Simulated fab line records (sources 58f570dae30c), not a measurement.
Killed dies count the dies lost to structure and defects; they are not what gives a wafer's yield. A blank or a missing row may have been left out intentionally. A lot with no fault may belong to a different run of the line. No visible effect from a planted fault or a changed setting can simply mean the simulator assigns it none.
Which tool is to blame? -- flow berkeley cmos170 -- 14 lots with 42 wafers sampled at 6 steps, on a route of 331 steps

## WHAT EACH GAUGE READ, for each wafer
UCB170_NWELL_THK_MEAS_02.
lot,measured,on,NWELL_OXIDE_THK (nm)
L909,day 2 01:25,film metro-04,26.6 27.0 27.1
L910,day 2 14:50,film metro-03,26.9 26.5 26.7
L911,day 2 14:50,film metro-04,26.8 26.6 26.6
L912,day 2 21:41,film metro-04,26.5 26.2 26.2
L913,day 2 21:41,film metro-01,25.9 26.4 26.2
L914,day 3 10:58,film metro-04,26.9 26.5 26.8
L915,day 3 10:59,film metro-03,26.3 26.1 25.8
L917,day 4 02:05,film metro-03,25.3 25.7 25.7
L918,day 4 02:06,film metro-01,26.4 26.3 26.5
L924,day 5 08:55,film metro-01,26.1 26.1 26.1
L925,day 5 13:26,film metro-03,26.6 26.6 26.1
L927,day 6 01:12,film metro-04,26.5 27.2 26.2
L928,day 6 01:12,film metro-01,27.1 27.5 27.5
L932,day 7 04:19,film metro-01,25.6 25.2 25.3

UCB170_NWELL_OVL_MEAS_12.
lot,measured,on,NWELL_OVL (nm)
L909,day 2 12:22,overlay-01,-5 -6 -5
L910,day 2 22:20,overlay-02,0 -4 -1
L911,day 2 22:09,overlay-02,-5 -5 -3
L912,day 3 06:25,overlay-01,0 1 7
L913,day 3 06:39,overlay-02,-13 -15 -6
L914,day 3 22:05,overlay-02,-3 3 1
L915,day 3 22:20,overlay-01,5 10 6
L917,day 4 09:26,overlay-02,0 0 -2
L918,day 4 09:41,overlay-02,1 -10 -4
L924,day 5 13:33,overlay-02,0 -1 -2
L925,day 5 22:55,overlay-01,4 -1 7
L927,day 6 09:41,overlay-02,10 6 4
L928,day 6 09:48,overlay-01,6 15 8
L932,day 7 10:49,overlay-02,-10 -5 0

UCB170_PWELL_THK_MEAS_06.
lot,measured,on,PWELL_NITRIDE_THK (nm)
L909,day 3 11:26,film metro-04,220.7 220.6 220.2
L910,day 3 23:34,film metro-04,220.2 220.9 221.6
L911,day 3 23:32,film metro-02,219.5 218.8 217.8
L912,day 3 23:32,film metro-03,221.9 221.8 222.4
L913,day 3 23:35,film metro-02,221.1 221.7 221.3
L914,day 4 14:02,film metro-02,220.9 221.6 218.1
L915,day 4 14:03,film metro-04,221.7 220.5 221.0
L917,day 5 02:35,film metro-04,121.7 121.4 122.6
L918,day 5 02:35,film metro-03,121.5 122.6 121.9
L924,day 6 04:05,film metro-02,222.9 222.6 222.4
L925,day 7 00:57,film metro-02,220.7 220.9 218.9
L927,day 7 00:58,film metro-03,221.6 219.6 219.6
L928,day 7 01:02,film metro-04,220.3 219.2 219.8
L932,day 8 00:42,film metro-04,220.6 220.5 219.6

UCB170_PFIELD_OVL_MEAS_06.
lot,measured,on,PFIELD_OVL (nm)
L909,day 5 00:23,overlay-01,6 10 11
L910,day 5 19:43,overlay-01,6 8 14
L911,day 5 19:16,overlay-01,-6 -2 -6
L912,day 5 18:59,overlay-01,11 17 17
L913,day 5 18:26,overlay-02,8 6 5
L914,day 6 03:57,overlay-02,4 9 9
L915,day 6 03:40,overlay-02,7 1 8
L917,day 6 11:34,overlay-01,1 5 3
L918,day 6 11:46,overlay-02,-1 -3 -4
L924,day 7 16:02,overlay-01,9 6 6
L925,day 8 11:19,overlay-01,-4 -4 -7
L927,day 8 12:20,overlay-01,7 1 7
L928,day 8 12:46,overlay-02,7 5 10
L932,day 9 17:31,overlay-01,2 1 -4

## TOOL THAT RAN EACH LOT (tool first, then ch and the chambers of the sampled wafers, then the start)
lot,UCB170_PWELL_CVD_05,UCB170_PWELL_ETCH_14
L909,"lpcvd-01 ch 1, day 3 09:31","rie diel-01 ch 1,2,3, day 3 12:46"
L910,"lpcvd-01 ch 0, day 3 21:37","rie diel-01 ch 0,2, day 4 02:09"
L911,"lpcvd-01 ch 0, day 3 21:37","rie diel-01 ch 0,1,3, day 4 01:41"
L912,"lpcvd-01 ch 1, day 3 21:37","rie diel-04 ch 2,3, day 4 01:57"
L913,"lpcvd-01 ch 1, day 3 21:37","rie diel-03 ch 2,3, day 4 02:24"
L914,"lpcvd-02 ch 0, day 4 12:07","rie diel-04 ch 0,2, day 4 15:05"
L915,"lpcvd-02 ch 0, day 4 12:07","rie diel-03 ch 0,2,3, day 4 15:20"
L917,"lpcvd-02 ch 0, day 5 00:40","rie diel-03 ch 0,2, day 5 04:30"
L918,"lpcvd-02 ch 0, day 5 00:40","rie diel-01 ch 1,2,3, day 5 04:20"
L924,"lpcvd-01 ch 0, day 6 02:09","rie diel-04 ch 0,2,3, day 6 05:57"
L925,"lpcvd-01 ch 1, day 6 23:02","rie diel-01 ch 1,2,3, day 7 03:02"
L927,"lpcvd-01 ch 1, day 6 23:02","rie diel-04 ch 0,2, day 7 02:34"
L928,"lpcvd-01 ch 0, day 6 23:02","rie diel-03 ch 0,3, day 7 03:13"
L932,"lpcvd-01 ch 0, day 7 22:46","rie diel-03 ch 0,3, day 8 02:56"
- UCB170_PWELL_CVD_05: deposits Si3N4 from SiH2Cl2/NH3, target thk 220 nm, time 3300 s.
- UCB170_PWELL_ETCH_14: etches Si3N4 in CH3F/Ar/O2, stops on SiO2, target depth 242 nm, time 151 s.

## WHAT THE TOOLS THEMSELVES READ (means of the sampled wafers that have a number; where no wafer has one, the mark that the record gives instead)
UCB170_PWELL_CVD_05.
lot,tool,spike tc source C (C),zone power source pct (%)
L909,lpcvd-01,819.3,16.7
L910,lpcvd-01,824.4,20.7
L911,lpcvd-01,825.2,20.8
L912,lpcvd-01,819.2,16.9
L913,lpcvd-01,819.4,17.0
L914,lpcvd-02,820.7,20.1
L915,lpcvd-02,819.2,19.9
L917,lpcvd-02,819.7,20.2
L918,lpcvd-02,818.7,20.2
L924,lpcvd-01,824.1,21.0
L925,lpcvd-01,819.4,16.8
L927,lpcvd-01,820.3,16.9
L928,lpcvd-01,824.9,20.9
L932,lpcvd-01,824.4,20.7

UCB170_PWELL_ETCH_14.
lot,tool,O2_flow_sccm (sccm),drypump motor current A (A),oes product au (a.u.),throttle valve pct (%)
L909,rie diel-01,6.991,5.2,0.934,8.18
L910,rie diel-01,6.998,5.2,0.945,8.02
L911,rie diel-01,6.990,5.4,0.933,8.10
L912,rie diel-04,7.005,5.7,0.944,8.19
L913,rie diel-03,6.991,6.2,0.940,7.94
L914,rie diel-04,6.994,5.5,0.950,8.16
L915,rie diel-03,6.996,5.7,0.937,8.01
L917,rie diel-03,7.005,5.8,0.687,7.91
L918,rie diel-01,7.005,5.2,0.687,8.15
L924,rie diel-04,6.982,5.5,0.951,8.14
L925,rie diel-01,7.017,5.2,0.936,8.16
L927,rie diel-04,6.990,5.3,0.951,8.11
L928,rie diel-03,6.991,5.6,0.931,8.07
L932,rie diel-03,6.992,5.6,0.933,8.05

## THE ANSWER, worked out from the rows above alone
Rule: the lots themselves supply what counts as usual. Put in order of their means at a reading, lots are off if they are a third of the lots or fewer, leave a main group of 4 or more, and stand apart from it by a gap of 3 or more times the standard deviation of the main group's means; of several such gaps the widest counts. Not used: any main group whose means are identical at the precision the tables above print for the reading. A lot without any number at a reading at which 4 lots or more have one is off too. The other lots that the step has rows for count as sound. After the gauges, taken in route order, come the tools' own readings; for these a lot's mean is taken, as printed above. The first step at which some lot is off is used, and at that step the reading that is off furthest; a lot without a number counts as furthest.
Off: at UCB170_PWELL_THK_MEAS_06 (PWELL_NITRIDE_THK), L917, L918. The main group: mean 220.7 nm, standard deviation 1.
A tool fits if, at a process step before that reading, it ran every lot that is off, and no sound lot after the first of them. Not tried: the gauges at UCB170_PWELL_THK_MEAS_06; whatever is off there is also off at UCB170_PWELL_ETCH_14, on other tools, and gauge error can't account for it. One candidate fits, namely lpcvd-02 at UCB170_PWELL_CVD_05. A fault onset in the window from L914 (day 4 12:07, its last sound lot) to L917 (day 5 00:40, its first lot off) fits.

## WHAT THE SIMULATOR HAD PUT IN
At UCB170_PWELL_CVD_05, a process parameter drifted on lpcvd-02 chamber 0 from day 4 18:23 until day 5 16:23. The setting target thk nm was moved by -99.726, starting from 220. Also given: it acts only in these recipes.
Struck lots among those shown: L917, L918. Same finding as the rule above.
